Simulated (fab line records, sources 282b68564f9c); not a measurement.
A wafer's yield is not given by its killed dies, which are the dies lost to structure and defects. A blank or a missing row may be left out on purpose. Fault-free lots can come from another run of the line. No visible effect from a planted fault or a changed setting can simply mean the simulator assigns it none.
Struck lot and sound lot, side by side :: flow rit_cmos :: 44 steps out of a route of 202
Sound: the wafers L148.1, L148.2, L148.5. Struck: wafers L153.1, L153.2, L153.5. At the end, the cause is stated.
Order at every step that has rows: each side's tool, ch and its chambers, its first start. Under that, the readings that differ: sound wafers :: struck wafers :: difference of the means :: sigmas: that difference in standard deviations of wafers without a fault.
alike: readings whose means differ by less than 2 such deviations, and words and numbers that are the same on both sides. not compared: withheld readings, readings that some wafer has no value for, bounds like >300 that may hide the same value, and numbers for which the record gives no deviation and whose values overlap.
The two part at a step that has a row with sigmas, a row that says differs or no value, or rows on one side only. Numbers that have no deviation but don't overlap get no sigmas and don't part them. A reading that every wafer of one side lacks parts them only if that side has two wafers or more.

first, 2 steps without rows for these wafers: RIT_NLDD_HARDBAKE_07 (time 60 s); RIT_NLDD_IMPLANT_08.
RIT_NLDD_STRIP_09: strips in O2, time 180 s.
  sound on plasma_asher-04 ch 0,1, day 4 10:48; struck on plasma_asher-02 ch 0,1, day 5 06:32
  alike: drypump_motor_current_A
  not compared: rf_hours_counter_h
RIT_NLDD_TW_MEAS_10:
  sound on film_metro-01 at day 4 10:59; struck on film_metro-03 at day 5 06:43
  alike: NLDD_TW
then, 6 steps without rows for these wafers: RIT_PLDD_HMDS_00 (prime time 60 s); RIT_PLDD_COAT_01 (resist thk 1000 nm); RIT_PLDD_SOFTBAKE_02 (time 60 s); RIT_PLDD_EXPOSE_03 (exposes mask M8, target cd 40900 nm); RIT_PLDD_PEB_04; RIT_PLDD_DEVELOP_05 (develop time 50 s).
RIT_PLDD_OVL_MEAS_06:
  sound on overlay-02 at day 4 11:53; struck on overlay-01 at day 5 07:54
  alike: PLDD_OVL
then, 1 step without rows for these wafers: RIT_PLDD_HARDBAKE_07 (time 60 s).
RIT_PLDD_IMPLANT_08:
  sound on implanter-02 ch 0, day 4 12:05; struck on implanter-02 ch 0, day 5 08:05
reading: dose_ions_cm2
sound: 9.005e+14 8.995e+14 8.982e+14
struck: 9.161e+14 9.161e+14 9.153e+14
difference: +1.643e+13
sigmas: +14
  alike: tilt_deg
RIT_PLDD_STRIP_09: strips in O2, time 180 s.
  sound on plasma_asher-04 ch 0,1, day 4 12:14; struck on plasma_asher-04 ch 0,1, day 5 08:14
  alike: drypump_motor_current_A
  not compared: rf_hours_counter_h
RIT_PLDD_TW_MEAS_10:
  sound on film_metro-03 at day 4 12:24; struck on film_metro-03 at day 5 08:25
  alike: PLDD_TW
then, 4 steps without rows for these wafers: RIT_SPACER_CLEAN_00 (cleans in SC1, time 600 s); RIT_SPACER_CLEAN_01 (cleans in dHF, time 30 s); RIT_SPACER_CLEAN_02 (cleans in SC2, time 600 s); RIT_SPACER_CVD_03 (deposits Si3N4 from SiH2Cl2/NH3, target thk 250 nm, time 3300 s).
RIT_SPACER_THK_MEAS_04:
  sound on film_metro-02 at day 4 14:47; struck on film_metro-01 at day 5 10:47
  alike: SPACER_NITRIDE_THK
RIT_SPACER_ETCHBACK_05: etches Si3N4 in SF6/CHF3, stops on SiO2, target depth 250 nm, time 240 s.
  sound on rie_diel-01 ch 1,2,3, day 4 14:50; struck on rie_diel-01 ch 1,3, day 5 10:50
  alike: SF6_flow_sccm, drypump_motor_current_A, oes_product_au, throttle_valve_pct
  not compared: rf_hours_counter_h
then, 6 steps without rows for these wafers: RIT_NSD_HMDS_00 (prime time 60 s); RIT_NSD_COAT_01 (resist thk 1000 nm); RIT_NSD_SOFTBAKE_02 (time 60 s); RIT_NSD_EXPOSE_03 (exposes mask M9, target cd 40700 nm); RIT_NSD_PEB_04; RIT_NSD_DEVELOP_05 (develop time 50 s).
RIT_NSD_OVL_MEAS_06:
  sound on overlay-02 at day 4 15:58; struck on overlay-01 at day 5 11:50
  alike: NSD_OVL
then, 2 steps without rows for these wafers: RIT_NSD_HARDBAKE_07 (time 60 s); RIT_NSD_IMPLANT_08.
RIT_NSD_STRIP_09: strips in O2, time 180 s.
  sound on plasma_asher-01 ch 0,1, day 4 16:18; struck on plasma_asher-03 ch 0,1, day 5 12:11
  alike: drypump_motor_current_A
  not compared: rf_hours_counter_h
RIT_NSD_TW_MEAS_10:
  sound on film_metro-01 at day 4 16:28; struck on film_metro-01 at day 5 12:22
  alike: NSD_TW
then, 6 steps without rows for these wafers: RIT_PSD_HMDS_00 (prime time 60 s); RIT_PSD_COAT_01 (resist thk 1000 nm); RIT_PSD_SOFTBAKE_02 (time 60 s); RIT_PSD_EXPOSE_03 (exposes mask M10, target cd 40900 nm); RIT_PSD_PEB_04; RIT_PSD_DEVELOP_05 (develop time 50 s).
RIT_PSD_OVL_MEAS_06:
  sound on overlay-02 at day 4 17:33; struck on overlay-02 at day 5 13:16
  alike: PSD_OVL
then, 2 steps without rows for these wafers: RIT_PSD_HARDBAKE_07 (time 60 s); RIT_PSD_IMPLANT_08.
RIT_PSD_STRIP_09: strips in O2, time 180 s.
  sound on plasma_asher-01 ch 0,1, day 4 17:53; struck on plasma_asher-01 ch 0,1, day 5 13:49
  alike: drypump_motor_current_A
  not compared: rf_hours_counter_h
RIT_SDANNEAL_RS_MEAS_06: the measuring method here is four-point-probe.
  sound on film_metro-02 at day 4 18:47; struck on film_metro-03 at day 5 14:44
reading: PLDD_RS (ohm/sq)
sound: 177.9 178.6 178.3
struck: 176.9 177.2 177.1
difference: -1.2
sigmas: -3
RIT_M1_PROBE_99:
  the record has rows for the sound wafers here (prober-02, day 5 02:39) and none for the struck ones

## WHERE THEY PART
First at RIT_PLDD_IMPLANT_08; last, within this record, at RIT_M1_PROBE_99.

WHY: whatever the simulator had introduced
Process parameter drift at RIT_PLDD_IMPLANT_08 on implanter-02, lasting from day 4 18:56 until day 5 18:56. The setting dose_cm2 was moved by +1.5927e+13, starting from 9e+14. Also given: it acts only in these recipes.
